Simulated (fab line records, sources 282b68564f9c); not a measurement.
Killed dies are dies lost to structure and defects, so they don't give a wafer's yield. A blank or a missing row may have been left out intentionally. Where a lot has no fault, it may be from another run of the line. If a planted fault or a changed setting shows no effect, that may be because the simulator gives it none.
A struck lot beside a sound one / flow rit cmos / 43 out of 202 route steps
Sound: the wafers L721.3, L721.4, L721.5. Struck: wafers L735.2, L735.5, L735.6. The cause is named last.
For every step that has rows: the tool of each side, followed by ch and its chambers, followed by its first start. Under that, the readings that differ: sound wafers / struck wafers / difference of the means / sigmas: that difference in standard deviations of wafers without a fault.
alike: a reading whose means differ by less than 2 such deviations, as well as words and numbers matching on both sides. not compared: withheld readings; readings where some wafer has no value; bounds like >300 that might hide an equal value; numbers whose values overlap and for which the record gives no deviation.
The two part at a step that has a row with sigmas, a row that says differs or no value, or rows on one side only. Non-overlapping numbers with no deviation appear without sigmas and do not part them. A reading missing from all wafers of one side parts the sides only when that side holds two or more wafers.

first, 3 steps without rows for these wafers: RIT_SDANNEAL_CLEAN_00 (cleans in SC1, time 600 s); RIT_SDANNEAL_CLEAN_01 (cleans in dHF, time 30 s); RIT_SDANNEAL_CLEAN_02 (cleans in SC2, time 600 s).
RIT_SDANNEAL_RTA_03: time 5 s.
  sound on rtp anneal-01 ch 0, day 4 18:14; struck on rtp anneal-01 ch 0, day 7 16:26
  alike: wafer_temp_C_max
RIT_SDANNEAL_RS_MEAS_04: a four-point-probe measurement.
  sound on film metro-04 at day 4 18:19; struck on film metro-02 at day 7 16:30
  alike: PSD_RS
RIT_SDANNEAL_RS_MEAS_05: a four-point-probe measurement.
  sound on film metro-04 at day 4 18:26; struck on film metro-02 at day 7 16:37
  alike: NSD_RS
RIT_SDANNEAL_RS_MEAS_06: a four-point-probe measurement.
  sound on film metro-04 at day 4 18:33; struck on film metro-02 at day 7 16:44
  alike: PLDD_RS
RIT_SDANNEAL_RS_MEAS_07: a four-point-probe measurement.
  sound on film metro-04 at day 4 18:40; struck on film metro-02 at day 7 16:52
  alike: NLDD_RS
then, 2 steps without rows for these wafers: RIT_SILICIDE_WET_ETCH_00 (etches SiO2 in BOE, target depth 14 nm, time 15 s); RIT_SILICIDE_SPUTTER_01 (material Ti, target thk 30 nm, time 246.4 s).
RIT_SILICIDE_RS_MEAS_02: a four-point-probe measurement.
  sound on film metro-01 at day 4 18:58; struck on film metro-03 at day 7 17:08
  alike: SILICIDE_TI_RS
RIT_SILICIDE_THK_MEAS_03: measures by xrf.
  sound on film metro-01 at day 4 19:04; struck on film metro-03 at day 7 17:15
  alike: SILICIDE_TI_THK
RIT_SILICIDE_RTA_04: time 10 s, ramp up 5 s, ramp down 5 s.
  sound on rtp anneal-02 ch 0, day 4 19:07; struck on rtp anneal-02 ch 0, day 7 17:19
  alike: wafer_temp_C_max
then, 1 step without rows for these wafers: RIT_SILICIDE_WET_ETCH_05 (etches Ti in SPM, time 120 s).
RIT_SILICIDE_RTA_06: time 10 s, ramp up 5 s, ramp down 10 s.
  sound on rtp anneal-01 ch 0, day 4 19:14; struck on rtp anneal-01 ch 0, day 7 17:25
  alike: wafer_temp_C_max
RIT_CONTACT_CVD_00: deposits SiO2 from TEOS, target thk 400 nm, time 61 s.
  sound on pecvd-02 ch 0,1, day 4 19:16; struck on pecvd-02 ch 0,2, day 7 17:29
  alike: heater power w
RIT_CONTACT_THK_MEAS_01:
  sound on film metro-04 at day 4 19:20; struck on film metro-02 at day 7 17:34
  alike: CONTACT_TEOS_THK
then, 6 steps without rows for these wafers: RIT_CONTACT_HMDS_02 (prime time 60 s); RIT_CONTACT_COAT_03 (resist thk 1000 nm); RIT_CONTACT_SOFTBAKE_04 (time 60 s); RIT_CONTACT_EXPOSE_05 (exposes mask M11, target cd 1000 nm); RIT_CONTACT_PEB_06; RIT_CONTACT_DEVELOP_07 (develop time 120 s).
RIT_CONTACT_CD_MEAS_08: the cd target is 1000 nm.
  sound on cd sem-02 at day 4 20:23; struck on cd sem-02 at day 7 18:36
  alike: cd nm
RIT_CONTACT_OVL_MEAS_09:
  sound on overlay-01 at day 4 20:29; struck on overlay-01 at day 7 18:43
  alike: CONTACT_OVL
then, 1 step without rows for these wafers: RIT_CONTACT_HARDBAKE_10 (time 60 s).
RIT_CONTACT_ETCH_11: etches SiO2 in CHF3/CF4/Ar, stops on TiSi2, target depth 480 nm, time 320 s.
  sound on rie diel-01 ch 0,1,2, day 4 20:40; struck on rie diel-03 ch 1,2, day 7 18:53
  alike: drypump motor current A, oes product au, throttle valve pct
  not compared: rf hours counter h
RIT_CONTACT_STRIP_12: strips in O2, time 180 s.
  sound on plasma asher-02 ch 0,1, day 4 20:55; struck on plasma asher-04 ch 0,1, day 7 19:05
  alike: drypump motor current A
  not compared: rf hours counter h
RIT_CONTACT_CD_MEAS_90: the cd target is 1000 nm.
  sound on cd sem-01 at day 4 21:04; struck on cd sem-01 at day 7 19:16
  alike: cd nm
then, 3 steps without rows for these wafers: RIT_CONTACT_CLEAN_13 (cleans in SC1, time 600 s); RIT_CONTACT_CLEAN_14 (cleans in SC2, time 600 s); RIT_M1_SPUTTER_00 (material Al, target thk 400 nm, time 522.8 s).
RIT_M1_RS_MEAS_01: a four-point-probe measurement.
  sound on film metro-04 at day 4 22:02; struck on film metro-04 at day 7 20:02
  alike: M1_AL_RS
RIT_M1_THK_MEAS_02: measures by xrf.
  sound on film metro-04 at day 4 22:08; struck on film metro-04 at day 7 20:09
  alike: M1_AL_THK
then, 6 steps without rows for these wafers: RIT_M1_HMDS_03 (prime time 60 s); RIT_M1_COAT_04 (resist thk 1300 nm); RIT_M1_SOFTBAKE_05 (time 60 s); RIT_M1_EXPOSE_06 (exposes mask M12, target cd 2600 nm); RIT_M1_PEB_07; RIT_M1_DEVELOP_08 (develop time 68 s).
RIT_M1_CD_MEAS_09: the cd target is 2600 nm.
  sound on cd sem-02 at day 4 23:16; struck on cd sem-01 at day 7 21:18
reading=cd nm (nm); sound=2603.7 2605.5 2605.1; struck=2598.3 2599.0 2599.0; difference=-6.0; sigmas=-3
RIT_M1_OVL_MEAS_10:
  sound on overlay-02 at day 4 23:21; struck on overlay-02 at day 7 21:25
  alike: M1_OVL
RIT_M1_PROBE_99:
  sound on prober-02 at day 5 02:08; struck on prober-01 at day 8 00:02
reading=model.etest.npoly line.line ohm um; sound=166.6 169.1 165.5; struck=207.1 212 212.7; difference=+43.5; sigmas=
reading=model.etest.ppoly line.line ohm um; sound=161.2 160.7 158.3; struck=193.6 204.2 198.8; difference=+38.8; sigmas=
reading=model.etest.contact nplus.end ohm um; sound=42.16 41.68 43.1; struck=32.4 33.08 33.47; difference=-9.3; sigmas=
reading=model.etest.contact pplus.end ohm um; sound=45.53 45.76 47.67; struck=36.15 35.12 35.15; difference=-10.85; sigmas=
reading=model.etest.ppoly line.width nm (nm); sound=98.9 98.67 100.3; struck=109.4 106.6 108.5; difference=+8.9; sigmas=
reading=model.etest.npoly line.width nm (nm); sound=98.44 97.55 99.91; struck=108.2 106.5 107.3; difference=+8.7; sigmas=
reading=model.etest.npoly line.rs ohm sq; sound=16.57 16.64 16.55; struck=22.4 22.84 22.68; difference=+6.1; sigmas=
reading=model.etest.ppoly line.rs ohm sq; sound=16.15 16.17 15.98; struck=21.48 21.71 21.62; difference=+5.50; sigmas=
  alike: killed at contacts, killed at front end, killed dies, killed open, killed short

== WHERE THEY PART ==
RIT_M1_CD_MEAS_09 only, going by this record. Later steps at which nothing parts them and some readings are alike: RIT_M1_OVL_MEAS_10, RIT_M1_PROBE_99.

WHY: whatever the simulator had introduced
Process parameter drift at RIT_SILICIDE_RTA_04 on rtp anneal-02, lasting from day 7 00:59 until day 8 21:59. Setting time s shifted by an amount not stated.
